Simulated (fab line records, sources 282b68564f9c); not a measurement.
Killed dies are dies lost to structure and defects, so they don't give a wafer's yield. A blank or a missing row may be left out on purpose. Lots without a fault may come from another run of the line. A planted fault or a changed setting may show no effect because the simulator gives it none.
Which tool did it? | flow rit_cmos | 14 lots, 42 wafers sampled, at 6 steps of a route of 202

WHAT THE GAUGES READ, wafer by wafer
RIT_PWELL_TW_MEAS_10. Usual: PWELL_TW 958, standard deviation 8.6.
lot  | measured    | on            | PWELL_TW      | flag
L743 | day 1 22:34 | film_metro-03 | 948 955 952   |
L744 | day 2 04:06 | film_metro-03 | 940 945 945   |
L745 | day 2 09:20 | film_metro-04 | 974 968 967   |
L746 | day 2 13:44 | film_metro-01 | 966 969 972   |
L747 | day 2 19:02 | film_metro-03 | 948 946 947   |
L748 | day 2 23:41 | film_metro-04 | 962 958 962   |
L749 | day 3 04:28 | film_metro-04 | 965 962 960   |
L751 | day 3 14:37 | film_metro-03 | 990 992 983   | OFF
L753 | day 4 02:06 | film_metro-03 | 1005 1001 997 | OFF
L759 | day 5 12:02 | film_metro-03 | 951 956 954   |
L762 | day 6 04:02 | film_metro-01 | 973 968 969   |
L764 | day 6 09:28 | film_metro-03 | 948 949 954   |
L765 | day 6 16:25 | film_metro-01 | 971 964 967   |
L766 | day 6 21:07 | film_metro-04 | 959 961 957   |

RIT_WELLDRIVE_RS_MEAS_02: measures by four-point-probe. Usual: PWELL_RS 429.3 ohm/sq, standard deviation 1.1.
lot  | measured    | on            | PWELL_RS (ohm/sq) | flag
L743 | day 2 03:50 | film_metro-01 | 428.6 427.9 429.0 |
L744 | day 2 09:23 | film_metro-01 | 430.2 430.1 430.6 |
L745 | day 2 14:37 | film_metro-03 | 427.0 427.9 428.2 |
L746 | day 2 19:41 | film_metro-03 | 428.8 428.5 428.1 |
L747 | day 3 00:17 | film_metro-01 | 429.4 428.6 429.2 |
L748 | day 3 04:57 | film_metro-04 | 428.9 429.0 429.1 |
L749 | day 3 10:02 | film_metro-03 | 429.1 429.1 428.9 |
L751 | day 3 20:20 | film_metro-03 | 392.3 391.6 392.1 | OFF
L753 | day 4 07:34 | film_metro-01 | 392.1 392.3 393.0 | OFF
L759 | day 5 18:23 | film_metro-03 | 430.4 430.5 430.8 |
L762 | day 6 09:19 | film_metro-04 | 429.0 429.7 428.6 |
L764 | day 6 16:56 | film_metro-04 | 428.4 429.1 428.6 |
L765 | day 6 22:17 | film_metro-01 | 430.0 430.8 431.0 |
L766 | day 7 04:22 | film_metro-03 | 427.9 428.2 427.8 |

RIT_GATE_THK_MEAS_07. Usual: GATE_OXIDE_THK 3.01 nm, standard deviation 0.066.
lot  | measured    | on            | GATE_OXIDE_THK (nm) | flag
L743 | day 2 09:10 | film_metro-03 | 3.02 3.04 3.03      |
L744 | day 2 14:45 | film_metro-03 | 3.08 3.10 3.12      |
L745 | day 2 20:42 | film_metro-03 | 2.96 2.97 2.93      |
L746 | day 3 00:58 | film_metro-03 | 2.99 3.01 2.96      |
L747 | day 3 05:26 | film_metro-03 | 2.95 2.98 2.99      |
L748 | day 3 10:06 | film_metro-02 | 2.99 3.01 3.01      |
L749 | day 3 16:34 | film_metro-02 | 2.98 2.92 3.04      |
L751 | day 4 02:22 | film_metro-03 | 3.01 3.08 2.94      |
L753 | day 4 13:02 | film_metro-03 | 2.96 2.94 2.98      |
L759 | day 6 01:55 | film_metro-02 | 3.08 3.12 3.22      |
L762 | day 6 17:04 | film_metro-03 | 3.07 3.12 3.04      |
L764 | day 7 02:06 | film_metro-02 | 3.00 2.93 2.95      |
L765 | day 7 05:33 | film_metro-03 | 2.95 2.95 2.97      |
L766 | day 7 09:47 | film_metro-02 | 3.01 3.04 3.07      |

RIT_GATE_OVL_MEAS_17. Usual: GATE_OVL 0.7 nm, standard deviation 1.3.
lot  | measured    | on         | GATE_OVL (nm)  | flag
L743 | day 2 11:52 | overlay-02 | 3.9 2.6 1.8    |
L744 | day 2 17:32 | overlay-01 | 0.1 -0.5 0.6   |
L745 | day 2 23:32 | overlay-01 | -0.9 2.4 0.2   |
L746 | day 3 03:48 | overlay-01 | 0.6 -1.4 0.0   |
L747 | day 3 08:19 | overlay-01 | 0.9 -0.9 1.1   |
L748 | day 3 12:49 | overlay-01 | 0.5 1.7 1.4    |
L749 | day 3 19:35 | overlay-01 | 0.6 1.4 0.9    |
L751 | day 4 05:22 | overlay-01 | -1.0 1.6 1.7   |
L753 | day 4 16:06 | overlay-02 | -0.8 0.6 2.7   |
L759 | day 6 04:49 | overlay-02 | 0.5 1.3 2.1    |
L762 | day 6 19:57 | overlay-02 | -1.4 -1.3 -1.1 |
L764 | day 7 05:13 | overlay-01 | 0.4 2.6 1.7    |
L765 | day 7 09:38 | overlay-02 | 2.8 3.3 2.9    |
L766 | day 7 12:36 | overlay-02 | 0.3 1.3 0.2    |

WHICH TOOL RAN EACH LOT (tool, then ch and the chambers of the sampled wafers, then the start)
lot  | RIT_ACTIVE_STRIP_14                 | RIT_PWELL_IMPLANT_08
L743 | plasma_asher-03 ch 0,1, day 1 14:50 | implanter-03 ch 0, day 1 22:15
L744 | plasma_asher-03 ch 0, day 1 19:58   | implanter-03 ch 0, day 2 03:47
L745 | plasma_asher-04 ch 0,1, day 2 00:50 | implanter-03 ch 0, day 2 09:02
L746 | plasma_asher-04 ch 0,1, day 2 05:58 | implanter-01 ch 0, day 2 13:24
L747 | plasma_asher-03 ch 0,1, day 2 10:50 | implanter-03 ch 0, day 2 18:43
L748 | plasma_asher-04 ch 0,1, day 2 15:50 | implanter-01 ch 0, day 2 23:22
L749 | plasma_asher-02 ch 0,1, day 2 20:50 | implanter-03 ch 0, day 3 04:09
L751 | plasma_asher-02 ch 0,1, day 3 06:58 | implanter-01 ch 0, day 3 14:17
L753 | plasma_asher-03 ch 0,1, day 3 16:58 | implanter-01 ch 0, day 4 01:47
L759 | plasma_asher-02 ch 0,1, day 4 22:58 | implanter-03 ch 0, day 5 11:42
L762 | plasma_asher-02 ch 0,1, day 5 16:19 | implanter-04 ch 0, day 6 03:43
L764 | plasma_asher-03 ch 0,1, day 6 00:20 | implanter-01 ch 0, day 6 09:08
L765 | plasma_asher-03 ch 1, day 6 05:23   | implanter-03 ch 0, day 6 16:07
L766 | plasma_asher-04 ch 0,1, day 6 09:54 | implanter-01 ch 0, day 6 20:50
- RIT_ACTIVE_STRIP_14: strips in O2, time 180 s.
- RIT_PWELL_IMPLANT_08

WHAT THE TOOLS THEMSELVES READ (means of the sampled wafers that have a number; where no wafer has one, the mark that the record gives instead)
RIT_ACTIVE_STRIP_14. Usual: chamber_pressure_mTorr 4000 mTorr, standard deviation 4; drypump_motor_current_A 5.5 A, standard deviation 0.43.
lot  | tool            | chamber_pressure_mTorr (mTorr) | drypump_motor_current_A (A) | flag
L743 | plasma_asher-03 | 4003                           | 6.0                         |
L744 | plasma_asher-03 | 4000                           | 6.2                         |
L745 | plasma_asher-04 | 4001                           | 4.9                         |
L746 | plasma_asher-04 | 4006                           | 4.9                         |
L747 | plasma_asher-03 | 4001                           | 6.0                         |
L748 | plasma_asher-04 | 3998                           | 5.0                         |
L749 | plasma_asher-02 | 4002                           | 5.4                         |
L751 | plasma_asher-02 | 4000                           | 5.4                         |
L753 | plasma_asher-03 | 4001                           | 5.9                         |
L759 | plasma_asher-02 | 4001                           | 5.4                         |
L762 | plasma_asher-02 | 4000                           | 5.2                         |
L764 | plasma_asher-03 | 3999                           | 5.8                         |
L765 | plasma_asher-03 | 3999                           | 5.7                         |
L766 | plasma_asher-04 | 4000                           | 4.9                         |

RIT_PWELL_IMPLANT_08. Usual: dose_ions_cm2 7.001e+13, standard deviation 8.3e+10; faraday_current_uA 222, standard deviation 4.7.
lot  | tool         | dose_ions_cm2 | faraday_current_uA | flag
L743 | implanter-03 | 6.992e+13     | 218                |
L744 | implanter-03 | 6.992e+13     | 224                |
L745 | implanter-03 | 7.009e+13     | 223                |
L746 | implanter-01 | 6.994e+13     | 224                |
L747 | implanter-03 | 7.015e+13     | 221                |
L748 | implanter-01 | 7.004e+13     | 226                |
L749 | implanter-03 | 7.007e+13     | 220                |
L751 | implanter-01 | 8.119e+13     | 258                | OFF
L753 | implanter-01 | 8.123e+13     | 256                | OFF
L759 | implanter-03 | 6.994e+13     | 224                |
L762 | implanter-04 | 6.995e+13     | 225                |
L764 | implanter-01 | 7.007e+13     | 225                |
L765 | implanter-03 | 6.998e+13     | 220                |
L766 | implanter-01 | 7.007e+13     | 219                |

THE ANSWER, worked out from the rows above alone
Rule: a lot is off if the mean of its wafers that have a number lies more than 3 standard deviations from the usual mean. A lot without any number at a reading at which 4 lots or more have one is off too. The other lots that the step has rows for count as sound. The gauges are gone through in route order, then the tools' own readings, and for those a lot's mean is taken as printed above. The first step at which some lot is off is used, and at that step the reading that is off furthest; a lot without a number counts as furthest.
Off: L751, L753, at RIT_PWELL_TW_MEAS_10 (PWELL_TW).
A tool fits if, at a process step before that reading, it ran every lot that is off, and no sound lot after the first of them. The gauges at RIT_PWELL_TW_MEAS_10 aren't tried: what is off there is off at RIT_PWELL_IMPLANT_08 too, on other tools, and a gauge's error can't cause that. None of those tried fits.

WHAT THE SIMULATOR HAD PUT IN
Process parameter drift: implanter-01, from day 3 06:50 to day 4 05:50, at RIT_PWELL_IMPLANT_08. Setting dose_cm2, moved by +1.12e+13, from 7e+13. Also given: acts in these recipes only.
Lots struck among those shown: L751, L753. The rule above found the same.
